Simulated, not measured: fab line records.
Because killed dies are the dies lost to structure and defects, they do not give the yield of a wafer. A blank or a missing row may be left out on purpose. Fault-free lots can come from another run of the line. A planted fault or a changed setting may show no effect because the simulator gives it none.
A struck lot beside a sound one | flow rit_cmos | 15 steps out of a route of 202
Sound: wafers L955.1, L955.4, L955.6. Wafers struck: L968.1, L968.3, L968.5. The cause is named last.
Each step with rows lists, per side, the tool, then ch with its chambers, then its first start. Under that, the readings that differ: sound wafers | struck wafers | difference of the means | sigmas: that difference in standard deviations of wafers without a fault.
alike: same words and numbers on both sides, and readings whose means sit less than 2 such deviations apart. not compared: any withheld reading, any reading some wafer has no value for, any bound like >300 that may hide the same value, and any number with overlapping values for which the record gives no deviation.
Wherever a step has rows on one side only, a row that says differs or no value, or a row with sigmas, the two part there. When numbers do not overlap yet have no deviation, they are printed without sigmas and do not part them. Lack of a reading on every wafer of one side parts them only where that side has two or more wafers.

first, 4 steps without rows for these wafers: RIT_PSD_SOFTBAKE_02 (time 60 s); RIT_PSD_EXPOSE_03 (exposes mask M10, target cd 40900 nm); RIT_PSD_PEB_04; RIT_PSD_DEVELOP_05 (develop time 50 s).
RIT_PSD_OVL_MEAS_06:
  struck on overlay-01, day 6 08:15; sound on overlay-02, day 3 14:56
  alike: PSD_OVL
then, 2 steps without rows for these wafers: RIT_PSD_HARDBAKE_07 (time 60 s); RIT_PSD_IMPLANT_08.
RIT_PSD_STRIP_09: strips in O2, time 180 s.
  sound on plasma_asher-03 ch 0,1, day 3 15:16; struck on plasma_asher-02 ch 0,1, day 6 08:35
  alike: drypump_motor_current_A
  not compared: rf_hours_counter_h
RIT_PSD_TW_MEAS_10:
  struck on film_metro-01, day 6 08:46; sound on film_metro-04, day 3 15:26
  alike: PSD_TW
then, 3 steps without rows for these wafers: RIT_SDANNEAL_CLEAN_00 (cleans in SC1, time 600 s); RIT_SDANNEAL_CLEAN_01 (cleans in dHF, time 30 s); RIT_SDANNEAL_CLEAN_02 (cleans in SC2, time 600 s).
RIT_SDANNEAL_RTA_03: time 5 s.
  sound on rtp_anneal-02 ch 0, day 3 15:54; struck on rtp_anneal-01 ch 0, day 6 09:15
  reading           | sound                | struck               | difference | sigmas
  ramp_down_c_per_s | 171.02 171.01 171.00 | 34.198 34.190 34.177 | -136.822   | -99 or more
  alike: wafer_temp_C_max
RIT_SDANNEAL_RS_MEAS_04: a four-point-probe measurement.
  struck on film_metro-04, day 6 09:18; sound on film_metro-04, day 3 15:58
  alike: PSD_RS
RIT_M1_PROBE_99:
  struck on prober-01, day 6 17:29; sound on prober-01, day 3 23:16
  reading                              | sound             | struck            | difference | sigmas
  model.etest.pmos_turned.r_on_ohm_um  | 3491 3495 3443    | 3059 2993 3053    | -441       |
  model.etest.pmos_0p3.r_on_ohm_um     | 6355 6308 6344    | 6138 6006 6148    | -238       |
  model.etest.pmos_0p15.r_on_ohm_um    | 2861 2848 2808    | 2526 2443 2490    | -353       |
  model.etest.pmos_turned.drive_ua_um  | 187.1 190.5 187.8 | 222.3 224.9 225.3 | +35.7      |
  model.etest.pmos_0p15.drive_ua_um    | 247.1 254.5 249   | 288.6 292.4 289.1 | +39.8      |
  model.etest.pmos_0p3.drive_ua_um     | 100.3 102 101.4   | 103.6 105 103     | +2.6       |
  model.etest.contact_nplus.end_ohm_um | 41.07 41.43 40.98 | 44.37 44.67 42.58 | +2.71      |
  alike: killed_at_contacts, killed_at_front_end, killed_dies, killed_open, killed_short
  not compared: model.etest.pmos_narrow.drive_ua_um

WHERE THEY PART
At RIT_SDANNEAL_RTA_03 and nowhere else, as far as this record goes. Later steps at which nothing parts them and some readings are alike: RIT_SDANNEAL_RS_MEAS_04, RIT_M1_PROBE_99.

WHY: whatever the simulator had introduced
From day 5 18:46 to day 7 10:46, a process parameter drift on rtp_anneal-01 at RIT_SDANNEAL_RTA_03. The setting ramp_down_c_per_s was moved by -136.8, starting from 171.
